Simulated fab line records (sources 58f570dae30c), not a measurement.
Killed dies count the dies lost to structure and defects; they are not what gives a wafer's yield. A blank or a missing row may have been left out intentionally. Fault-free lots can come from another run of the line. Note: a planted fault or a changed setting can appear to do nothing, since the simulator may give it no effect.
Split-lot study ; flow berkeley-cmos170 ; on a route of 331 steps: 5 lots, 23 wafers read

## ON THE SPLIT
At UCB170_START_OXIDATION_02 (target thk 20 nm, ox time 1800 s), the setting temp-c was moved away from the recipe's 950 C on 5 of the 23 wafers read, by -2.8%. The other wafers ran this setting at the recipe's value.

No step appears in the file between the split and the reading.

## THE READING
START_OXIDE_THK in nanometres, read at UCB170_START_THK_MEAS_03. Fault-free wafers of this fab line usually give 20.02 nm, standard deviation 0.28 nm.

wafer;tool, chamber at the split;temp-c as run, C;against the recipe;START_OXIDE_THK, nm;against lot-mates on the recipe
L075.1;-, -;923.5;-2.8%;14.78;no lot-mate on the recipe
L075.2;-, -;923.5;-2.8%;15.02;no lot-mate on the recipe
L075.3;-, -;923.5;-2.8%;14.94;no lot-mate on the recipe
L075.5;-, -;923.5;-2.8%;14.89;no lot-mate on the recipe
L075.6;-, -;923.5;-2.8%;14.80;no lot-mate on the recipe
L077.1;-, -;950;recipe;20.21;-
L077.2;-, -;950;recipe;19.95;-
L077.3;-, -;950;recipe;20.01;-
L077.4;-, -;950;recipe;19.93;-
L077.6;-, -;950;recipe;20.09;-
L079.1;furnace-02, 0;950;recipe;20.46;-
L079.2;furnace-02, 0;950;recipe;20.29;-
L079.5;furnace-02, 0;950;recipe;20.37;-
L084.1;-, -;950;recipe;20.04;-
L084.2;-, -;950;recipe;20.24;-
L084.3;-, -;950;recipe;20.35;-
L084.5;-, -;950;recipe;20.48;-
L084.6;-, -;950;recipe;20.27;-
L085.1;-, -;950;recipe;19.76;-
L085.2;-, -;950;recipe;19.68;-
L085.3;-, -;950;recipe;19.93;-
L085.4;-, -;950;recipe;19.61;-
L085.6;-, -;950;recipe;19.61;-

FIT RESULTS
A straight line over all 23 wafers: START_OXIDE_THK changes by +1.86 nm for each +1% of temp-c; r = +0.99; the points scatter about the line by 0.26 nm.
Too few moved wafers have a lot-mate on the recipe to fit a line with each lot's own level taken away.

## THE WHOLE CHAIN: every reading that the file lists as answering this split, in the file's order
step;what it does;reading;change (the file's fit);r (the file's)
UCB170_START_OXIDATION_02;target thk 20 nm, ox time 1800 s;SiO2_of_START_OXIDATION_02.thk-nm (the simulator's own value, which no gauge read);+1.86 nm for each +1% of the setting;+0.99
UCB170_START_THK_MEAS_03;;START_OXIDE_THK;+1.86 for each +1% of the setting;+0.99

## FILE'S OWN FIT
START_OXIDE_THK changes by +1.86 nm for each +1% of temp-c, r = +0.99.
